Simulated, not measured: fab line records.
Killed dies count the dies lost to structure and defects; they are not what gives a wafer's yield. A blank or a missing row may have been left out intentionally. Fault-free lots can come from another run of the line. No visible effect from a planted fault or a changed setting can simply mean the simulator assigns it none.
Split-lot trial + flow rit_cmos + route with 202 steps; 5 lots, 23 wafers read

## THE SPLIT
At RIT_NLDD_COAT_01 (resist thk 1000 nm), the setting resist_thk_nm was moved away from the recipe's 1000 nm on 8 of the 23 wafers read, by -5.2% to +5.0%. The other wafers ran this setting at the recipe's value.

Between the split and the reading, the file records no step.

## THE READING
NOVOLAK_of_NLDD_COAT_01.thk_nm (the simulator's own value, which no gauge read), in nm, at RIT_NLDD_HARDBAKE_07 (time 60 s). The file gives no usual value for it. Here, 15 wafers ran the recipe; their average is 883.9 nm with a standard deviation of 4.4 nm.

| wafer  | tool, chamber at the split | resist_thk_nm as run, nm | against the recipe | NOVOLAK_of_NLDD_COAT_01.thk_nm, nm | against lot-mates on the recipe |
|--------|----------------------------|--------------------------|--------------------|------------------------------------|---------------------------------|
| L075.2 | litho_track-04, 0          | 981.6                    | -1.8%              | 868.3                              | -16.7                           |
| L075.3 | litho_track-04, 0          | 981.6                    | -1.8%              | 867.5                              | -17.5                           |
| L075.4 | litho_track-04, 0          | 1000                     | recipe             | 883.9                              | -                               |
| L075.5 | litho_track-04, 0          | 981.6                    | -1.8%              | 870.3                              | -14.7                           |
| L075.6 | litho_track-04, 0          | 1000                     | recipe             | 886                                | -                               |
| L077.2 | litho_track-04, 0          | 1000                     | recipe             | 887                                | -                               |
| L077.3 | litho_track-04, 0          | 948.3                    | -5.2%              | 841.1                              | -46.4                           |
| L077.4 | litho_track-04, 0          | 948.3                    | -5.2%              | 841                                | -46.5                           |
| L077.5 | litho_track-04, 0          | 1000                     | recipe             | 887.9                              | -                               |
| L077.6 | litho_track-04, 0          | 948.3                    | -5.2%              | 841.9                              | -45.6                           |
| L078.3 | litho_track-04, 0          | 1000                     | recipe             | 882.1                              | -                               |
| L078.5 | litho_track-04, 0          | 1000                     | recipe             | 881.8                              | -                               |
| L078.6 | litho_track-04, 0          | 1000                     | recipe             | 883.5                              | -                               |
| L080.2 | litho_track-04, 0          | 1000                     | recipe             | 877                                | -                               |
| L080.3 | litho_track-04, 0          | 1000                     | recipe             | 882.9                              | -                               |
| L080.4 | litho_track-04, 0          | 1000                     | recipe             | 880                                | -                               |
| L080.5 | litho_track-04, 0          | 1000                     | recipe             | 876.4                              | -                               |
| L080.6 | litho_track-04, 0          | 1000                     | recipe             | 880.6                              | -                               |
| L084.1 | litho_track-04, 0          | 1000                     | recipe             | 886.2                              | -                               |
| L084.2 | litho_track-04, 0          | 1050                     | +5.0%              | 931.8                              | +42.0                           |
| L084.3 | litho_track-04, 0          | 1000                     | recipe             | 891                                | -                               |
| L084.4 | litho_track-04, 0          | 1000                     | recipe             | 892.1                              | -                               |
| L084.5 | litho_track-04, 0          | 1050                     | +5.0%              | 933.7                              | +43.9                           |

THE FIT
A straight line over all 23 wafers: NOVOLAK_of_NLDD_COAT_01.thk_nm changes by +8.86 nm for each +1% of resist_thk_nm; r = +0.98; the points scatter about the line by 4.1 nm.
The same after taking each lot's own level away (the mean of its wafers on the recipe; 23 wafers): +8.78 nm for each +1%; r = +1.00; scatter 1.7 nm.
On that fit, the largest move of resist_thk_nm shifts the reading by 45 nm.
Measured against the standard deviation above, the lots' own levels, which go from 879.38 to 889.77 nm, span 2.4 times it.
The two slopes are in agreement: the lot-to-lot level therefore moves the slope only a little.
Check: -45.4 nm against its lot-mates is what the line predicts for one of the wafers moved furthest among these (-5.2%) when that wafer is left out of the fit. It came out at -46.4 nm against them.

## FURTHER SPLITS ON THESE WAFERS
Before the reading, these wafers also passed through other splits. Each is held against what the fit with the lots' levels taken away leaves over:
| other split on the same wafers     | wafers away from the commonest value | r with NOVOLAK_of_NLDD_COAT_01.thk_nm (lot level and that fit taken away) |
|------------------------------------|--------------------------------------|---------------------------------------------------------------------------|
| RIT_ACTIVE_OXIDATION_01 ox_time_s  | 18                                   | +0.06                                                                     |
| RIT_ACTIVE_COAT_06 spin_rpm        | 6                                    | -0.03                                                                     |
| RIT_NWELL_IMPLANT_08 energy_kev    | 9                                    | -0.02                                                                     |
| RIT_NRETRO_COAT_01 spin_rpm        | 11                                   | -0.10                                                                     |
| RIT_PRETRO_COAT_01 resist_thk_nm   | 4                                    | +0.10                                                                     |
| RIT_PRETRO_HARDBAKE_07 temp_c      | 6                                    | +0.29                                                                     |
| RIT_GATE_COAT_11 spin_rpm          | 10                                   | -0.15                                                                     |
| RIT_GATE_DEVELOP_15 develop_time_s | 9                                    | -0.03                                                                     |
| RIT_REOX_OXIDATION_03 ox_time_s    | 18                                   | -0.06                                                                     |

## THE WHOLE CHAIN: every reading that the file lists as answering this split, in the file's order
| step                 | what it does       | reading                                                                         | change (the file's fit)              | r (the file's) |
|----------------------|--------------------|---------------------------------------------------------------------------------|--------------------------------------|----------------|
| RIT_NLDD_COAT_01     | resist thk 1000 nm | NOVOLAK_of_NLDD_COAT_01.thk_nm (the simulator's own value, which no gauge read) | +10.3 nm for each +1% of the setting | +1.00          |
| RIT_NLDD_HARDBAKE_07 | time 60 s          | NOVOLAK_of_NLDD_COAT_01.thk_nm (the simulator's own value, which no gauge read) | +8.76 nm for each +1% of the setting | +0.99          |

## FILE'S OWN FIT
NOVOLAK_of_NLDD_COAT_01.thk_nm changes by +8.76 nm for each +1% of resist_thk_nm, r = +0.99.
